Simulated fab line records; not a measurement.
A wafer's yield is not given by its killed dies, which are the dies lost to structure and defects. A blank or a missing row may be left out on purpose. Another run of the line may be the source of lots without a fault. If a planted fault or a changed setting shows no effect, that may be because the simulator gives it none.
A lot that was struck, set against a sound lot | flow berkeley cmos170 | 17 out of 331 route steps
Sound: these wafers, L503.1, L503.4, L503.5. Struck: wafers L511.2, L511.5, L511.6. At the end, the cause is stated.
For every step that has rows: the tool of each side, followed by ch and its chambers, followed by its first start. Under that, the readings that differ: sound wafers | struck wafers | difference of the means | sigmas: that difference in standard deviations of wafers without a fault.
alike: same words and numbers on both sides, and readings whose means sit less than 2 such deviations apart. not compared: any withheld reading, any reading some wafer has no value for, any bound like >300 that may hide the same value, and any number with overlapping values for which the record gives no deviation.
A row with sigmas, a row that says differs or no value, or rows on one side alone: a step with any of these is where the two part. Numbers that don't overlap but have no deviation are shown without sigmas and don't part them. A reading missing from all wafers of one side parts the sides only when that side holds two or more wafers.

first, 1 step without rows for these wafers: UCB170_NWELL_OXIDATION_01 (target thk 26.4 nm, ox time 1260 s).
UCB170_NWELL_THK_MEAS_02:
  sound on film metro-01 at day 3 01:41; struck on film metro-01 at day 4 16:44
  alike: NWELL_OXIDE_THK
then, 2 steps without rows for these wafers: UCB170_NWELL_ANNEAL_03 (time 900 s); UCB170_NWELL_CVD_04 (deposits Si3N4 from SiH2Cl2/NH3, target thk 224 nm, time 3360 s).
UCB170_NWELL_THK_MEAS_05:
  sound on film metro-03 at day 3 09:10; struck on film metro-01 at day 5 00:22
  alike: NWELL_NITRIDE_THK
then, 6 steps without rows for these wafers: UCB170_NWELL_HMDS_06 (prime time 60 s); UCB170_NWELL_COAT_07 (resist thk 900 nm); UCB170_NWELL_SOFTBAKE_08 (time 60 s); UCB170_NWELL_EXPOSE_09 (exposes mask NWELL, target cd 3000 nm); UCB170_NWELL_PEB_10; UCB170_NWELL_DEVELOP_11 (develop time 45 s).
UCB170_NWELL_OVL_MEAS_12:
  sound on overlay-02 at day 3 11:19; struck on overlay-02 at day 5 01:53
  alike: NWELL_OVL
UCB170_NWELL_ETCH_13: etches Si3N4 in CH3F/Ar/O2, stops on SiO2, target depth 246.4 nm, time 154 s.
  sound on rie diel-02 ch 0,1,3, day 3 11:21; struck on rie diel-02 ch 1,2, day 5 01:55
  reading            | sound             | struck            | difference | sigmas
  rf fwd power W (W) | 448.6 447.0 448.3 | 375.5 376.1 375.6 | -72.2      | -56
  alike: drypump motor current A, oes product au, throttle valve pct
  not compared: rf hours counter h, model.KrF_of_NWELL_COAT_07.thk nm
next, for these wafers, 1 step has no rows: UCB170_NWELL_IMPLANT_14.
UCB170_NWELL_STRIP_15: strips in O2.
  sound on plasma asher-04 ch 0, day 3 11:37; struck on plasma asher-04 ch 0,1, day 5 02:10
  alike: drypump motor current A, oes product au, strip time to endpoint s
  not compared: rf hours counter h
UCB170_NWELL_TW_MEAS_16:
  sound on film metro-03 at day 3 11:43; struck on film metro-03 at day 5 02:16
  alike: NWELL_TW
-- the record jumps here: 6 days lie between the struck wafers' starts before and after (it left off in module NWELL and takes up again in module M3, whose first step shown is number 331 of the route) --
UCB170_M3_PROBE_99:
  record: rows for the struck wafers here (prober-02, day 11 07:14), none for the sound ones

== WHERE THEY PART ==
First at UCB170_NWELL_ETCH_13; last, within this record, at UCB170_M3_PROBE_99.

WHY: whatever the simulator had introduced
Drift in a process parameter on rie diel-02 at UCB170_NWELL_ETCH_13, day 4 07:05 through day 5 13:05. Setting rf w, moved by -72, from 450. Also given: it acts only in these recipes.
